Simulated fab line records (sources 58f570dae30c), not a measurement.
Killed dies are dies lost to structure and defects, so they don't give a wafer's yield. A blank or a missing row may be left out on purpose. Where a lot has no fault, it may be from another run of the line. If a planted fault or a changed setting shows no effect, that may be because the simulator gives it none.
Matching of chambers | flow berkeleyCmos170 | UCB170_V2_CMP_02 on cmp-02 has 4 sister chambers
The step polishes SiO2. 8 wafers are shown with their chamber, then 10 later ones without.

== WAFERS PAIRED WITH THEIR CHAMBERS ==
wafer  | chamber | motorCurrentA (A) | retainingRingPressureFrac
L870.1 | 2       | 13.8              | 0.993
L876.5 | 3       | 16.1              | 1.003
L876.6 | 0       | 16.0              | 0.997
L880.3 | 1       | 16.8              | 1.001
L880.5 | 2       | 13.6              | 1.001
L880.6 | 3       | 16.1              | 0.999
L884.3 | 1       | 16.2              | 0.990
L884.4 | 0       | 14.9              | 1.000

== WAFERS WITH NO CHAMBER GIVEN ==
wafer  | motorCurrentA (A) | retainingRingPressureFrac
L884.5 | 15.7              | 0.998
L883.2 | 16.6              | 0.996
L883.4 | 14.3              | 0.997
L883.5 | 15.9              | 0.996
L886.1 | 16.9              | 1.006
L886.3 | 16.2              | 0.996
L886.4 | 14.8              | 0.995
L887.2 | 14.9              | 0.998
L887.5 | 15.4              | 1.002
L887.6 | 16.8              | 0.997

== WHICH CHAMBER EACH ONE RAN IN ==
wafer  | from the rows above          | in truth
L884.5 | can't be placed: 0 or 3 or 1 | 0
L883.2 | can't be placed: 1 or 3      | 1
L883.4 | can't be placed: 2 or 0      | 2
L883.5 | can't be placed: 3 or 0 or 1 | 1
L886.1 | can't be placed: 3 or 1 or 0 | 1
L886.3 | can't be placed: 1 or 3 or 0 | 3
L886.4 | can't be placed: 0 or 2 or 3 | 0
L887.2 | can't be placed: 0 or 2 or 3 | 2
L887.5 | can't be placed: 0 or 3      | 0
L887.6 | can't be placed: 1 or 3      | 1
Correct placement for 0 of the 10. These rows do not allow placing 10 (true chamber among the candidates in 10). Wrongly placed: 0.
How it was worked out, from the rows above alone: a wafer's distance from a chamber is the root of the sum, over the readings, of the square of ((its reading less the chamber's mean) divided by the reading's scatter). The wafer belongs to the nearest chamber; if the next one is less than 2 further off, it can't be placed. The mean given for a chamber averages the wafers shown for that chamber. The scatter: the root of (the sum of the squares of (reading less its chamber's mean) over the shown wafers, divided by (wafers less chambers)).
